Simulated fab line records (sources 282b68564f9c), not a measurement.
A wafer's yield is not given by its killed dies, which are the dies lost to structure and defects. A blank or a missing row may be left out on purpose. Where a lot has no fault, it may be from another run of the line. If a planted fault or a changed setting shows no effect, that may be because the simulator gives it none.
Struck lot and sound lot, side by side ; flow ritCmos ; 15 out of 202 route steps
Sound: the wafers L300.1, L300.4, L300.6. Struck: wafers L310.1, L310.3. (L310.2 of the same lot was not struck and is left out.) The cause comes at the end.
Each step with rows lists, per side, the tool, then ch with its chambers, then its first start. Under that, the readings that differ: sound wafers ; struck wafers ; difference of the means ; sigmas: that difference in standard deviations of wafers without a fault.
alike: a reading whose means differ by less than 2 such deviations, as well as words and numbers matching on both sides. not compared: withheld readings; readings where some wafer has no value; bounds like >300 that might hide an equal value; numbers whose values overlap and for which the record gives no deviation.
The two part at a step that has a row with sigmas, a row that says differs or no value, or rows on one side only. Numbers that don't overlap but have no deviation are shown without sigmas and don't part them. Lack of a reading on every wafer of one side parts them only where that side has two or more wafers.

RIT_M1_SPUTTER_00: material Al, target thk 400 nm, time 500 s.
  struck on pvdSputter-03, day 6 12:52; sound on pvdSputter-04, day 4 10:33
  alike: substrateTempC, throttleValvePct
RIT_M1_RS_MEAS_01: uses a four-point probe to measure.
  struck on filmMetro-02, day 6 13:10; sound on filmMetro-04, day 4 10:50
  alike: M1_AL_RS
RIT_M1_THK_MEAS_02: measures by xrf.
  struck on filmMetro-02, day 6 13:17; sound on filmMetro-04, day 4 10:58
  alike: M1_AL_THK
then, 6 steps without rows for these wafers: RIT_M1_HMDS_03 (prime time 60 s); RIT_M1_COAT_04 (resist thk 1300 nm); RIT_M1_SOFTBAKE_05 (time 60 s); RIT_M1_EXPOSE_06 (exposes mask M12, target cd 2600 nm); RIT_M1_PEB_07; RIT_M1_DEVELOP_08 (develop time 68 s).
RIT_M1_CD_MEAS_09: target cd 2600 nm.
  struck on cdSem-01, day 6 14:20; sound on cdSem-02, day 4 12:15
  alike: cdNm
RIT_M1_OVL_MEAS_10:
  struck on overlay-02, day 6 14:28; sound on overlay-02, day 4 12:22
  alike: M1_OVL
then, 1 step without rows for these wafers: RIT_M1_HARDBAKE_11 (time 120 s).
RIT_M1_METAL_ETCH_12: etches Al in Cl2/BCl3, stops on SiO2, time 165 s, target depth 600 nm.
  sound on rieMetal-02 ch 0,1, day 4 12:40; struck on rieMetal-04 ch 0, day 6 14:46
reading;sound;struck;difference;sigmas
overEtchFrac;0.5 0.5 0.5;0.40941 0.40941;-0.09059;
model.NOVOLAK_of_M1_COAT_04.thkNm (nm);815.5 808.5 812.6;822.9 823.7;+11.1;
  alike: drypumpMotorCurrentA, oesProductAu, throttleValvePct
  not compared: rfHoursCounterH
then, 1 step without rows for these wafers: RIT_M1_STRIP_13 (strips in nmp, time 600 s).
RIT_M1_PROBE_99:
  only the struck wafers here have rows in the record (prober-01, day 6 18:00); the sound ones have none

WHERE THEY PART
RIT_M1_PROBE_99 only, going by this record.

WHY: the cause the simulator had injected
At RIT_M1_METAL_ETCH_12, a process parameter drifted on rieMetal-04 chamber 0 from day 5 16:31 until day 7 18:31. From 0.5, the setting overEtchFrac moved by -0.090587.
